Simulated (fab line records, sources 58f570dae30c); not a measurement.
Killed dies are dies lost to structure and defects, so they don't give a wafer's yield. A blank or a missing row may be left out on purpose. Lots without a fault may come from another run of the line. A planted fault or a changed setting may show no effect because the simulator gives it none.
Which tool did it? | flow berkeley_cmos170 | 13 lots, 39 wafers sampled, at 1 step of a route of 331

WHAT THE GAUGES READ, wafer by wafer
UCB170_PLDD_OVL_MEAS_07. Usual: PLDD_OVL 5 nm, standard deviation 6.
lot  | measured     | on         | PLDD_OVL (nm) | flag
L314 | day 6 01:19  | overlay-01 | 2 14 6        |
L315 | day 6 17:22  | overlay-02 | -2 9 14       |
L316 | day 7 04:15  | overlay-01 | 2 -1 3        |
L317 | day 7 04:55  | overlay-02 | -3 0 -2       |
L319 | day 8 03:10  | overlay-01 | 5 14 15       |
L321 | day 8 08:27  | overlay-02 | -2 8 0        |
L323 | day 8 08:44  | overlay-01 | 11 7 5        |
L327 | day 9 00:51  | overlay-02 | 18 16 18      |
L325 | day 9 01:11  | overlay-02 | 10 7 2        |
L328 | day 9 11:58  | overlay-01 | 10 7 4        |
L332 | day 10 04:17 | overlay-02 | 6 0 -2        |
L331 | day 10 04:40 | overlay-02 | 13 9 8        |
L334 | day 10 17:43 | overlay-02 | 15 18 9       |

WHICH TOOL RAN EACH LOT (tool, then ch and the chambers of the sampled wafers, then the start)
The record holds no process step before these readings.

WHAT THE TOOLS THEMSELVES READ (means of the sampled wafers that have a number; where no wafer has one, the mark that the record gives instead)
The record holds no such reading with a usual standard deviation.

THE ANSWER, worked out from the rows above alone
Rule: a lot is off if the mean of its wafers that have a number lies more than 3 standard deviations from the usual mean. A lot without any number at a reading at which 4 lots or more have one is off too. The other lots that the step has rows for count as sound. The gauges are gone through in route order, then the tools' own readings, and for those a lot's mean is taken as printed above. The first step at which some lot is off is used, and at that step the reading that is off furthest; a lot without a number counts as furthest.
No lot is off at any reading shown: from this, nothing can be told.

WHAT THE SIMULATOR HAD PUT IN
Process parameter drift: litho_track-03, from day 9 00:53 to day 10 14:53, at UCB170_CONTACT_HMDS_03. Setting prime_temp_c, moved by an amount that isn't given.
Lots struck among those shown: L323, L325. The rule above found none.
